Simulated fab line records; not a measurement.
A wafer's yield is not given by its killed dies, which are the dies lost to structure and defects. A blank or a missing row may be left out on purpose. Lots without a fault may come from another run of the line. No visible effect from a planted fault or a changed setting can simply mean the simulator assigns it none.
Which of the tools did it? -- flow berkeley cmos170 -- 45 wafers from 15 lots sampled at 4 of the route's 331 steps

WHAT EACH GAUGE READ, for each wafer
UCB170_ACTIVE_THK_MEAS_03. Usual: for ACTIVE_OXIDE_THK the level is 26.1 nm and the standard deviation is 0.54.
lot,measured,on,ACTIVE_OXIDE_THK (nm),flag
L697,day 4 06:17,film metro-04,26.1 26.2 26.1,
L699,day 4 17:55,film metro-02,25.9 25.7 25.8,
L698,day 4 17:54,film metro-01,26.0 26.1 26.1,
L700,day 5 03:43,film metro-02,26.4 26.8 26.1,
L701,day 5 08:11,film metro-02,26.6 26.4 26.5,
L702,day 5 18:39,film metro-04,26.7 26.0 26.2,
L704,day 5 22:14,film metro-04,26.0 25.7 26.3,
L706,day 6 05:30,film metro-04,25.5 25.7 25.8,
L710,day 6 19:49,film metro-04,25.5 25.7 25.6,
L713,day 7 05:43,film metro-01,24.7 24.9 24.8,
L712,day 7 10:17,film metro-04,26.1 26.2 25.8,
L715,day 7 10:14,film metro-01,25.1 25.2 25.0,
L716,day 8 00:44,film metro-04,26.3 26.4 26.1,
L718,day 8 07:36,film metro-02,26.5 26.1 25.9,
L719,day 8 07:37,film metro-01,27.2 26.9 26.8,

UCB170_SCREENOX_THK_MEAS_02. Usual: for SCREENOX_OXIDE_THK the level is 14.16 nm and the standard deviation is 0.25.
lot,measured,on,SCREENOX_OXIDE_THK (nm),flag
L697,day 5 16:37,film metro-01,14.37 14.19 14.34,
L699,day 6 04:13,film metro-04,13.63 13.74 14.24,
L698,day 6 04:09,film metro-04,14.66 14.18 14.35,
L700,day 6 14:54,film metro-02,14.08 14.28 14.17,
L701,day 6 14:53,film metro-04,14.50 14.54 14.42,
L702,day 7 05:24,film metro-04,14.04 13.95 14.00,
L704,day 7 05:24,film metro-01,14.17 14.20 14.29,
L706,day 7 11:14,film metro-01,13.77 13.77 14.28,
L710,day 8 03:59,film metro-02,14.23 14.35 14.25,
L713,day 8 14:05,film metro-04,13.89 14.02 13.82,
L712,day 8 16:44,film metro-02,13.75 13.74 13.75,
L715,day 8 16:46,film metro-01,14.36 14.32 14.27,
L716,day 9 08:26,film metro-04,14.36 14.23 14.34,
L718,day 9 16:28,film metro-01,14.08 14.27 14.29,
L719,day 9 16:29,film metro-02,14.24 14.08 14.09,

UCB170_PLDD_OVL_MEAS_07. Usual: for PLDD_OVL the level is 0 nm and the standard deviation is 4.9.
lot,measured,on,PLDD_OVL (nm),flag
L697,day 6 13:35,overlay-01,-11 -1 -3,
L699,day 7 02:46,overlay-01,12 10 5,
L698,day 7 03:08,overlay-01,4 3 1,
L700,day 7 12:37,overlay-02,-1 2 4,
L701,day 7 12:14,overlay-02,-10 -13 -8,
L702,day 8 05:21,overlay-02,2 3 0,
L704,day 8 04:40,overlay-02,0 0 -1,
L706,day 8 11:25,overlay-02,9 1 1,
L710,day 8 23:41,overlay-02,2 6 3,
L713,day 9 11:20,overlay-01,3 7 3,
L712,day 9 14:52,overlay-01,-3 2 -2,
L715,day 9 14:59,overlay-02,2 0 0,
L716,day 10 08:35,overlay-01,2 2 -3,
L718,day 10 13:21,overlay-02,-1 -2 4,
L719,day 10 12:46,overlay-02,-6 -2 -1,

EACH LOT AND THE TOOL THAT RAN IT (in order: tool; ch and the chambers of the sampled wafers; start)
lot,UCB170_PWELL_PEB_11
L697,"litho track-02 ch 0, day 3 02:49"
L699,"litho track-02 ch 0, day 3 15:50"
L698,"litho track-04 ch 0, day 3 16:09"
L700,"litho track-02 ch 0, day 4 01:16"
L701,"litho track-02 ch 0, day 4 08:16"
L702,"litho track-02 ch 0, day 4 20:56"
L704,"litho track-01 ch 0, day 5 05:46"
L706,"litho track-02 ch 0, day 5 10:35"
L710,"litho track-04 ch 0, day 6 02:58"
L713,"litho track-01 ch 0, day 6 10:18"
L712,"litho track-04 ch 0, day 6 10:22"
L715,"litho track-01 ch 0, day 6 16:16"
L716,"litho track-01 ch 0, day 7 02:58"
L718,"litho track-04 ch 0, day 7 10:42"
L719,"litho track-04 ch 0, day 7 14:26"
- UCB170_PWELL_PEB_11

AS READ BY THE TOOLS THEMSELVES (means over the sampled wafers that have a number; for cases with no such wafer, the mark the record gives instead)
UCB170_PWELL_PEB_11. Usual: exhaust pa 44.9 Pa, standard deviation 0.98; heater power total W 56.81 W, standard deviation 0.044; plate temp C 129.99 C, standard deviation 0.13.
lot,tool,exhaust pa (Pa),heater power total W (W),plate temp C (C),flag
L697,litho track-02,44.4,56.81,130.02,
L699,litho track-02,43.6,56.77,130.06,
L698,litho track-04,44.4,56.81,130.05,
L700,litho track-02,45.5,56.74,130.01,
L701,litho track-02,46.1,57.84,131.95,OFF
L702,litho track-02,46.0,57.83,131.83,OFF
L704,litho track-01,43.8,56.83,130.06,
L706,litho track-02,45.3,57.84,131.89,OFF
L710,litho track-04,45.7,56.82,129.96,
L713,litho track-01,45.2,56.83,129.89,
L712,litho track-04,45.1,56.76,130.06,
L715,litho track-01,44.3,56.80,130.02,
L716,litho track-01,44.9,56.81,129.87,
L718,litho track-04,46.6,56.75,129.92,
L719,litho track-04,44.4,56.81,130.18,

THE ANSWER, worked out from the rows above alone
Rule: a lot counts as off when the mean over its wafers that have a number is more than 3 standard deviations away from the usual mean. Also off: a lot with no number at a reading for which 4 or more lots have one. The other lots that the step has rows for count as sound. Order of review: gauges by route order, followed by the tools' own readings, for which a lot's mean as printed above is used. The first step at which some lot is off is used, and at that step the reading that is off furthest; a lot without a number counts as furthest.
Off at UCB170_PWELL_PEB_11 (heater power total W): L701, L702, L706.
A tool fits if, at that step or a process step before it, it ran every lot that is off, and no sound lot after the first of them. One candidate fits, namely litho track-02 at UCB170_PWELL_PEB_11. A fault onset in the window from L700 (day 4 01:16, its last sound lot) to L701 (day 4 08:16, its first lot off) fits.
The tool's own readings at UCB170_PWELL_PEB_11 bear it out: on the lots that are off they differ by more than 5 times the standard deviation of the sound lots' means. heater power total W reads 57.84 W there against 56.80 W on the sound lots; plate temp C reads 131.89 C there against 130.01 C on the sound lots.

WHAT WAS PUT IN BY THE SIMULATOR
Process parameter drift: litho track-02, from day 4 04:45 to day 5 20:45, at UCB170_PWELL_PEB_11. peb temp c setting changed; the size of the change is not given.
Struck lots among those shown: L701, L702, L706. The rule above reached the same finding.
